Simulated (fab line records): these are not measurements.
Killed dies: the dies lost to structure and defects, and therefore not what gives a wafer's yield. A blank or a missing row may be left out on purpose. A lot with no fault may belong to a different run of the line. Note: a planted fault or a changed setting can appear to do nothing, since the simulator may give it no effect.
A lot that was struck, set against a sound lot    flow rit-cmos    15 steps out of a route of 202
Sound: the wafers L249.2, L249.3, L249.6. Struck: wafers L257.1, L257.2, L257.3. The cause comes at the end.
At each step with rows: each side's tool, then ch and its chambers, then its first start. Under that, the readings that differ: sound wafers    struck wafers    difference of the means    sigmas: that difference in standard deviations of wafers without a fault.
alike: same words and numbers on both sides, and readings whose means sit less than 2 such deviations apart. not compared: any withheld reading, any reading some wafer has no value for, any bound like >300 that may hide the same value, and any number with overlapping values for which the record gives no deviation.
Wherever a step has rows on one side only, a row that says differs or no value, or a row with sigmas, the two part there. Numbers that have no deviation but don't overlap get no sigmas and don't part them. Lack of a reading on every wafer of one side parts them only where that side has two or more wafers.

first, 2 steps without rows for these wafers: RIT_NRETRO_HARDBAKE_07 (time 120 s); RIT_NRETRO_IMPLANT_08.
RIT_NRETRO_STRIP_09: strips in O2, time 180 s.
  sound on plasma-asher-02 ch 0,1, day 3 05:09; struck on plasma-asher-03 ch 0,1, day 5 04:26
  alike: chamber-pressure-mTorr, drypump-motor-current-A
  not compared: rf-hours-counter-h
RIT_NRETRO_TW_MEAS_10:
  sound: film-metro-03 at day 3 05:20; struck: film-metro-01 at day 5 04:37
  alike: NRETRO_TW
then, 6 steps without rows for these wafers: RIT_PRETRO_HMDS_00 (prime time 60 s); RIT_PRETRO_COAT_01 (resist thk 1300 nm); RIT_PRETRO_SOFTBAKE_02 (time 60 s); RIT_PRETRO_EXPOSE_03 (exposes mask M5, target cd 43700 nm); RIT_PRETRO_PEB_04; RIT_PRETRO_DEVELOP_05 (develop time 68 s).
RIT_PRETRO_OVL_MEAS_06:
  sound: overlay-01 at day 3 06:28; struck: overlay-02 at day 5 05:42
  alike: PRETRO_OVL
then, 1 step without rows for these wafers: RIT_PRETRO_HARDBAKE_07 (time 120 s).
RIT_PRETRO_IMPLANT_08:
  sound on implanter-01 ch 0, day 3 06:47; struck on implanter-01 ch 0, day 5 05:59
reading                    sound                 struck                difference  sigmas
beam-energy-keV            44.982 44.991 44.980  44.394 44.373 44.388  -0.599      -43
model.implant.drp-nm (nm)  55.07 55.07 55.07     54.63 54.63 54.63     -0.44       
  alike: beam-on-s, tilt-deg
RIT_PRETRO_STRIP_09: strips in O2, time 180 s.
  sound on plasma-asher-01 ch 0,1, day 3 06:54; struck on plasma-asher-04 ch 0,1, day 5 06:08
  alike: chamber-pressure-mTorr, drypump-motor-current-A
  not compared: rf-hours-counter-h
RIT_M1_PROBE_99:
  record: rows for the struck wafers here (prober-02, day 6 11:43), none for the sound ones

== WHERE THEY PART ==
At RIT_PRETRO_IMPLANT_08 first; at RIT_M1_PROBE_99 last (within this record only).

WHY: what had been put in by the simulator
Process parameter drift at RIT_PRETRO_IMPLANT_08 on implanter-01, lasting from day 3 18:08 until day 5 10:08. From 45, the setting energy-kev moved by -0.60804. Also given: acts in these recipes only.
